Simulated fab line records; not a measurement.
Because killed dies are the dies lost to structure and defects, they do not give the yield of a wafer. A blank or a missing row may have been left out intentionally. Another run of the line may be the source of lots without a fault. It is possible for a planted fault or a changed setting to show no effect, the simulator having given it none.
The same fault as seen by 2 desks + flow rit_cmos + only its own numbers are on each desk; what lay behind them is given at the end

AT THE TOOL OWNER'S DESK: implanter-03
The tool's own readings at RIT_PRETRO_IMPLANT_08, given as means over the sampled wafers that have a number, one for each lot that went through this tool. Marked OUT: a lot whose mean sits more than 4 standard deviations from the usual mean, which makes it out of limits; the brackets give that distance.
Columns: A = beam_energy_keV at RIT_PRETRO_IMPLANT_08, usual 45.001; B = dose_ions_cm2 at RIT_PRETRO_IMPLANT_08, usual 1.2001e+13; C = faraday_current_uA at RIT_PRETRO_IMPLANT_08, usual 38.0
| lot  | first seen here | A      | B                            | C               |
|------|-----------------|--------|------------------------------|-----------------|
| L611 | day 4 05:13     | 44.990 | 1.2006e+13                   | 38.1            |
| L612 | day 4 10:58     | 44.991 | 1.1987e+13                   | 37.8            |
| L619 | day 5 17:31     | 44.998 | 1.0559e+13 (-99 or more) OUT | 33.7 (-5.2) OUT |
| L620 | day 5 20:44     | 45.003 | 1.0557e+13 (-99 or more) OUT | 33.0 (-6.1) OUT |
This desk's finding: out of limits on L619, L620; first on L619, day 5 17:31 (dose_ions_cm2 at RIT_PRETRO_IMPLANT_08). Within limits: L611, L612.

THE METROLOGY DESK
What the gauges read for every lot (on any tool): the sampled wafers with a number, averaged. Marked OUT: a lot whose mean sits more than 4 standard deviations from the usual mean, which makes it out of limits; the brackets give that distance.
Columns: A = cd_nm at RIT_ACTIVE_CD_MEAS_90, usual 1400.0 nm; B = PRETRO_TW at RIT_PRETRO_TW_MEAS_10, usual 470
| lot  | first seen here | A      | B              |
|------|-----------------|--------|----------------|
| L603 | day 1 15:17     | 1401.6 | 477            |
| L604 | day 1 20:38     | 1400.1 | 477            |
| L605 | day 2 02:30     | 1398.8 | 464            |
| L606 | day 2 06:17     | 1398.6 | 470            |
| L607 | day 2 16:03     | 1399.9 | 477            |
| L609 | day 2 21:53     | 1399.9 | 476            |
| L611 | day 3 07:02     | 1399.1 | 466            |
| L612 | day 3 17:37     | 1400.4 | 465            |
| L614 | day 3 23:34     | 1397.9 | 467            |
| L619 | day 4 23:10     | 1397.2 | 459            |
| L620 | day 5 04:49     | 1401.7 | 449 (-4.0) OUT |
| L622 | day 5 14:32     | 1402.4 | 465            |
| L623 | day 5 19:37     | 1400.8 | 466            |
| L626 | day 6 12:30     | 1397.9 | 475            |
This desk reports L620 out of limits; the earliest was L620 at day 5 21:02 (PRETRO_TW at RIT_PRETRO_TW_MEAS_10). Within limits: L603, L604, L605, L606, L607, L609, L611, L612, L614, L619, L622, L623, L626.

PUT TOGETHER
At day 5 17:31, on L619, L620, the tool owner's desk was in a position to raise an alarm.
At day 5 21:02 the metrology desk could have sounded an alarm, on L620.
The metrology desk has L619 on record, within its limits.
The lots listed all ran RIT_PRETRO_IMPLANT_08 on implanter-03.

WHAT HAD BEEN PUT IN BY THE SIMULATOR
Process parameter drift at RIT_PRETRO_IMPLANT_08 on implanter-03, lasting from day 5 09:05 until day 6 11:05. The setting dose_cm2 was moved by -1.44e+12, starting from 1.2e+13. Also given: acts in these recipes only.
Lots struck among those shown: L619, L620.
Fault start to first reading out of limits, in hours, per desk: tool owner, 8; metrology, 12.
